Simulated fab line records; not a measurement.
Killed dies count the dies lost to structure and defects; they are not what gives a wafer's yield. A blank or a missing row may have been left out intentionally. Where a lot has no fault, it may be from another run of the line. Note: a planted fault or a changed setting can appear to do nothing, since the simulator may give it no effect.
Comparing a struck lot with a sound one + flow berkeleyCmos170 + 16 steps out of a route of 331
Sound: these wafers, L164.2, L164.4, L164.5. Wafers struck: L180.2, L180.5, L180.6. The cause is named last.
At each step with rows: each side's tool, then ch and its chambers, then its first start. Under that, the readings that differ: sound wafers + struck wafers + difference of the means + sigmas: that difference in standard deviations of wafers without a fault.
alike: a reading whose means differ by less than 2 such deviations, as well as words and numbers matching on both sides. not compared: withheld readings; readings where some wafer has no value; bounds like >300 that might hide an equal value; numbers whose values overlap and for which the record gives no deviation.
A row with sigmas, a row that says differs or no value, or rows on one side alone: a step with any of these is where the two part. Numbers that don't overlap but have no deviation are shown without sigmas and don't part them. Lack of a reading on every wafer of one side parts them only where that side has two or more wafers.

first, 6 steps without rows for these wafers: UCB170_M2_COAT_09; UCB170_M2_COAT_10 (resist thk 900 nm); UCB170_M2_SOFTBAKE_11 (time 60 s); UCB170_M2_EXPOSE_12 (exposes mask METAL2, target cd 700 nm); UCB170_M2_PEB_13; UCB170_M2_DEVELOP_14 (develop time 45 s).
UCB170_M2_CD_MEAS_15: target cd 700 nm.
  sound on cdSem-02, day 7 09:05; struck on cdSem-02, day 10 20:12
  alike: cdNm
UCB170_M2_OVL_MEAS_16:
  sound on overlay-02, day 7 09:11; struck on overlay-01, day 10 20:18
  alike: M2_OVL
UCB170_M2_ETCH_17: etches BARC in N2/H2.
  sound on rieDiel-03 ch 0,1,2, day 7 09:13; struck on rieDiel-01 ch 0,1, day 10 20:20
  alike: drypumpMotorCurrentA, oesProductAu, throttleValvePct
UCB170_M2_METAL_ETCH_18: etches Al in Cl2/BCl3, stops on SiO2, target depth 1170 nm, time 195 s.
  sound on rieMetal-01 ch 1, day 7 09:19; struck on rieMetal-04 ch 0,1, day 10 20:23
  alike: bcl3FlowSccm, drypumpMotorCurrentA, oesProductAu, throttleValvePct
  not compared: rfHoursCounterH
UCB170_M2_STRIP_19: strips in O2.
  sound on plasmaAsher-03 ch 0,1, day 7 09:38; struck on plasmaAsher-01 ch 0,1, day 10 20:34
  alike: drypumpMotorCurrentA, o2FlowSccm, oesProductAu
  not compared: rfHoursCounterH
UCB170_M2_CD_MEAS_90: target cd 700 nm.
  sound on cdSem-01, day 7 09:46; struck on cdSem-01, day 10 20:41
| reading   | sound       | struck      | difference | sigmas |
|-----------|-------------|-------------|------------|--------|
| cdNm (nm) | 694 691 693 | 704 699 707 | +11        | +2     |
UCB170_V2_CVD_00: deposits SiO2 from TEOS/O2, target thk 2000 nm, time 250 s.
  sound on pecvd-03 ch 1,2, day 7 09:52; struck on pecvd-01 ch 0,1, day 10 20:47
| reading                            | sound          | struck         | difference | sigmas |
|------------------------------------|----------------|----------------|------------|--------|
| model.SiO2_of_V2_CVD_00.thkNm (nm) | 1984 2026 2002 | 2814 2911 2864 | +859       |        |
  alike: heaterPowerW
UCB170_V2_THK_MEAS_01:
  sound on filmMetro-04, day 7 10:02; struck on filmMetro-03, day 10 20:57
| reading          | sound          | struck         | difference | sigmas |
|------------------|----------------|----------------|------------|--------|
| V2_TEOS_THK (nm) | 1984 2025 2001 | 2814 2910 2865 | +860       | +34    |
UCB170_V2_CMP_02: polishes SiO2.
  sound on cmp-01 ch 1,3, day 7 10:05; struck on cmp-02 ch 0,2,3, day 10 21:09
  alike: motorCurrentA
UCB170_M3_PROBE_99:
  the record holds rows for the sound wafers here (prober-02, day 7 14:52) but none for the struck ones

WHERE THEY PART
Last at UCB170_M3_PROBE_99 as far as this record goes, first at UCB170_M2_CD_MEAS_90.

WHY: whatever the simulator had introduced
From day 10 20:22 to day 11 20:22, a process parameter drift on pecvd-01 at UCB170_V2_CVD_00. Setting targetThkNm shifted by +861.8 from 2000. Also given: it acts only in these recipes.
